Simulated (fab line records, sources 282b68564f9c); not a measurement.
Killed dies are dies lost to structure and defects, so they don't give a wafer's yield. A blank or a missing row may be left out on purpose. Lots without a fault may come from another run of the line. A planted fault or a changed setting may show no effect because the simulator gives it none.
Which tool did it? | flow rit_cmos | 7 lots, 21 wafers sampled, at 2 steps of a route of 202

WHAT THE GAUGES READ, wafer by wafer
RIT_ACTIVE_THK_MEAS_04.
lot  | measured    | on            | ACTIVE_NITRIDE_THK (nm)
L865 | day 2 01:11 | film_metro-03 | 150.6 152.2 151.7
L867 | day 2 10:47 | film_metro-04 | 148.4 148.8 148.9
L869 | day 2 19:55 | film_metro-04 | 151.3 152.3 150.9
L871 | day 3 06:52 | film_metro-01 | 151.7 150.0 149.7
L876 | day 4 08:09 | film_metro-04 | 148.7 150.1 150.8
L883 | day 5 19:52 | film_metro-01 | 148.9 149.2 149.0
L885 | day 6 04:34 | film_metro-01 | 151.5 151.3 149.7

WHICH TOOL RAN EACH LOT (tool, then ch and the chambers of the sampled wafers, then the start)
lot  | RIT_ACTIVE_CVD_03
L865 | lpcvd-02 ch 0, day 1 23:45
L867 | lpcvd-02 ch 0, day 2 09:22
L869 | lpcvd-02 ch 1, day 2 18:29
L871 | lpcvd-01 ch 1, day 3 05:27
L876 | lpcvd-01 ch 0, day 4 06:44
L883 | lpcvd-01 ch 0, day 5 17:42
L885 | lpcvd-02 ch 1, day 6 03:09
- RIT_ACTIVE_CVD_03: deposits Si3N4 from SiH2Cl2/NH3, target thk 150 nm, time 1500 s.

THE ANSWER, worked out from the rows above alone
Rule: what is usual is taken from the lots themselves. Put in order of their means at a reading, lots are off if they are a third of the lots or fewer, leave a main group of 4 or more, and stand apart from it by a gap of 3 or more times the standard deviation of the main group's means; of several such gaps the widest counts. A main group whose means are all the same, to the digits that the tables above print for the reading, isn't used. A lot without any number at a reading at which 4 lots or more have one is off too. The other lots that the step has rows for count as sound.
No lot is off at any reading shown: from this, nothing can be told.

WHAT THE SIMULATOR HAD PUT IN
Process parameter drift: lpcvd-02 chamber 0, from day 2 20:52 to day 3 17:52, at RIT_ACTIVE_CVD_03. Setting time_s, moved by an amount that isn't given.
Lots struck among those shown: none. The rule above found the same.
